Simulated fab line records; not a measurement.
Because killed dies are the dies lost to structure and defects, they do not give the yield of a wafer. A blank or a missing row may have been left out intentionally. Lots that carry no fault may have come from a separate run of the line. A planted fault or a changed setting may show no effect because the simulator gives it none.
Comparing a struck lot with a sound one | flow rit-cmos | 44 out of 202 route steps
Sound: wafers L794.3, L794.4, L794.6. Struck: wafers L800.3, L800.4, L800.5. The cause is named last.
Each step with rows lists, per side, the tool, then ch with its chambers, then its first start. Under that, the readings that differ: sound wafers | struck wafers | difference of the means | sigmas: that difference in standard deviations of wafers without a fault.
alike: same words and numbers on both sides, and readings whose means sit less than 2 such deviations apart. not compared: any withheld reading, any reading some wafer has no value for, any bound like >300 that may hide the same value, and any number with overlapping values for which the record gives no deviation.
A row with sigmas, a row that says differs or no value, or rows on one side alone: a step with any of these is where the two part. Non-overlapping numbers with no deviation appear without sigmas and do not part them. A reading missing from all wafers of one side parts the sides only when that side holds two or more wafers.

first, 3 steps without rows for these wafers: RIT_REOX_CLEAN_01 (cleans in dHF, time 30 s); RIT_REOX_CLEAN_02 (cleans in SC2, time 600 s); RIT_REOX_OXIDATION_03 (target thk 25.2 nm, ox time 5580 s).
RIT_REOX_THK_MEAS_04:
  sound on film-metro-02, day 3 09:28; struck on film-metro-04, day 4 12:46
  alike: REOX_OXIDE_THK
then, 6 steps without rows for these wafers: RIT_NLDD_HMDS_00 (prime time 60 s); RIT_NLDD_COAT_01 (resist thk 1000 nm); RIT_NLDD_SOFTBAKE_02 (time 60 s); RIT_NLDD_EXPOSE_03 (exposes mask M7, target cd 40700 nm); RIT_NLDD_PEB_04; RIT_NLDD_DEVELOP_05 (develop time 50 s).
RIT_NLDD_OVL_MEAS_06:
  sound on overlay-01, day 3 10:32; struck on overlay-01, day 4 13:47
  alike: NLDD_OVL
then, 1 step without rows for these wafers: RIT_NLDD_HARDBAKE_07 (time 60 s).
RIT_NLDD_IMPLANT_08:
  sound on implanter-03 ch 0, day 3 10:45; struck on implanter-02 ch 0, day 4 14:01
  reading                   | sound                | struck               | difference | sigmas
  beam-energy-keV           | 20.002 20.003 20.000 | 13.996 13.999 14.001 | -6.003     | -99 or more
  model.implant.rp-nm (nm)  | 28.49 28.49 28.49    | 21.86 21.86 21.86    | -6.63      |
  model.implant.drp-nm (nm) | 12.97 12.97 12.97    | 10.46 10.46 10.46    | -2.51      |
  alike: dose-ions-cm2
RIT_NLDD_STRIP_09: strips in O2, time 180 s.
  sound on plasma-asher-03 ch 0,1, day 3 10:55; struck on plasma-asher-02 ch 0,1, day 4 14:10
  reading                     | sound       | struck      | difference | sigmas
  drypump-motor-current-A (A) | 5.6 5.7 5.7 | 6.3 6.4 6.4 | +0.7       | +2
  not compared: rf-hours-counter-h
RIT_NLDD_TW_MEAS_10:
  sound on film-metro-02, day 3 11:03; struck on film-metro-01, day 4 14:19
  reading | sound          | struck         | difference | sigmas
  NLDD_TW | 2513 2498 2510 | 2232 2232 2227 | -277       | -13
then, 6 steps without rows for these wafers: RIT_PLDD_HMDS_00 (prime time 60 s); RIT_PLDD_COAT_01 (resist thk 1000 nm); RIT_PLDD_SOFTBAKE_02 (time 60 s); RIT_PLDD_EXPOSE_03 (exposes mask M8, target cd 40900 nm); RIT_PLDD_PEB_04; RIT_PLDD_DEVELOP_05 (develop time 50 s).
RIT_PLDD_OVL_MEAS_06:
  sound on overlay-01, day 3 11:57; struck on overlay-02, day 4 15:20
  alike: PLDD_OVL
then, 2 steps without rows for these wafers: RIT_PLDD_HARDBAKE_07 (time 60 s); RIT_PLDD_IMPLANT_08.
RIT_PLDD_STRIP_09: strips in O2, time 180 s.
  sound on plasma-asher-02 ch 0,1, day 3 12:20; struck on plasma-asher-04 ch 0,1, day 4 15:43
  alike: drypump-motor-current-A
  not compared: rf-hours-counter-h
RIT_PLDD_TW_MEAS_10:
  sound on film-metro-03, day 3 12:28; struck on film-metro-02, day 4 15:51
  alike: PLDD_TW
then, 4 steps without rows for these wafers: RIT_SPACER_CLEAN_00 (cleans in SC1, time 600 s); RIT_SPACER_CLEAN_01 (cleans in dHF, time 30 s); RIT_SPACER_CLEAN_02 (cleans in SC2, time 600 s); RIT_SPACER_CVD_03 (deposits Si3N4 from SiH2Cl2/NH3, target thk 250 nm, time 3300 s).
RIT_SPACER_THK_MEAS_04:
  sound on film-metro-02, day 3 14:57; struck on film-metro-01, day 4 18:12
  alike: SPACER_NITRIDE_THK
RIT_SPACER_ETCHBACK_05: etches Si3N4 in SF6/CHF3, stops on SiO2, target depth 250 nm, time 240 s.
  sound on rie-diel-02 ch 1,2, day 3 14:59; struck on rie-diel-01 ch 0,1,2, day 4 18:14
  alike: drypump-motor-current-A, oes-product-au, throttle-valve-pct
  not compared: rf-hours-counter-h
then, 6 steps without rows for these wafers: RIT_NSD_HMDS_00 (prime time 60 s); RIT_NSD_COAT_01 (resist thk 1000 nm); RIT_NSD_SOFTBAKE_02 (time 60 s); RIT_NSD_EXPOSE_03 (exposes mask M9, target cd 40700 nm); RIT_NSD_PEB_04; RIT_NSD_DEVELOP_05 (develop time 50 s).
RIT_NSD_OVL_MEAS_06:
  sound on overlay-02, day 3 16:10; struck on overlay-01, day 4 19:22
  reading      | sound          | struck      | difference | sigmas
  NSD_OVL (nm) | -3.2 -0.5 -4.2 | 1.5 2.0 1.4 | +4.3       | +3
then, 2 steps without rows for these wafers: RIT_NSD_HARDBAKE_07 (time 60 s); RIT_NSD_IMPLANT_08.
RIT_NSD_STRIP_09: strips in O2, time 180 s.
  sound on plasma-asher-02 ch 0,1, day 3 16:33; struck on plasma-asher-02 ch 0,1, day 4 19:46
  alike: drypump-motor-current-A
  not compared: rf-hours-counter-h
RIT_SDANNEAL_RS_MEAS_07: measures by four-point-probe.
  sound on film-metro-01, day 3 18:59; struck on film-metro-02, day 4 22:19
  reading          | sound             | struck            | difference | sigmas
  NLDD_RS (ohm/sq) | 151.4 151.2 150.7 | 156.9 157.1 157.4 | +6.0       | +11
RIT_M1_PROBE_99:
  sound on prober-01, day 4 02:22; struck on prober-01, day 5 05:24
  reading                             | sound             | struck            | difference | sigmas
  model.etest.nmos_0p15.r-on-ohm-um   | 1175 1156 1132    | 1450 1429 1417    | +278       |
  model.etest.nmos_0p3.r-on-ohm-um    | 2202 2178 2183    | 2448 2431 2413    | +243       |
  model.etest.nldd.rs-ohm-sq          | 355 351.5 354     | 610.8 607.9 600.8 | +253.0     |
  model.etest.nmos-turned.drive-ua-um | 339.3 343.5 340.3 | 200.8 200.1 204.2 | -139.3     |
  model.etest.nmos_0p15.drive-ua-um   | 462.7 465.2 468.3 | 393.6 388.6 391.4 | -74.2      |
  model.etest.nldd.line-ohm-um        | 108.7 110.1 111.3 | 192.8 191.3 187.8 | +80.6      |
  model.etest.nmos_0p3.drive-ua-um    | 224.6 223.8 224.5 | 213.6 212.9 215.3 | -10.4      |
  model.etest.nmos-narrow.drive-ua-um | 225.5 225.5 225.7 | 212.8 210.6 210.2 | -14.4      |
  alike: killed-at-front-end, killed-dies, killed-open, killed-short

## WHERE THEY PART
First at RIT_NLDD_IMPLANT_08; last, within this record, at RIT_SDANNEAL_RS_MEAS_07. Later steps at which nothing parts them and some readings are alike: RIT_M1_PROBE_99.

WHY: what had been put in by the simulator
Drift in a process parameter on implanter-02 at RIT_NLDD_IMPLANT_08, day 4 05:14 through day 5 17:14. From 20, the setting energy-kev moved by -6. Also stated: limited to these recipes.
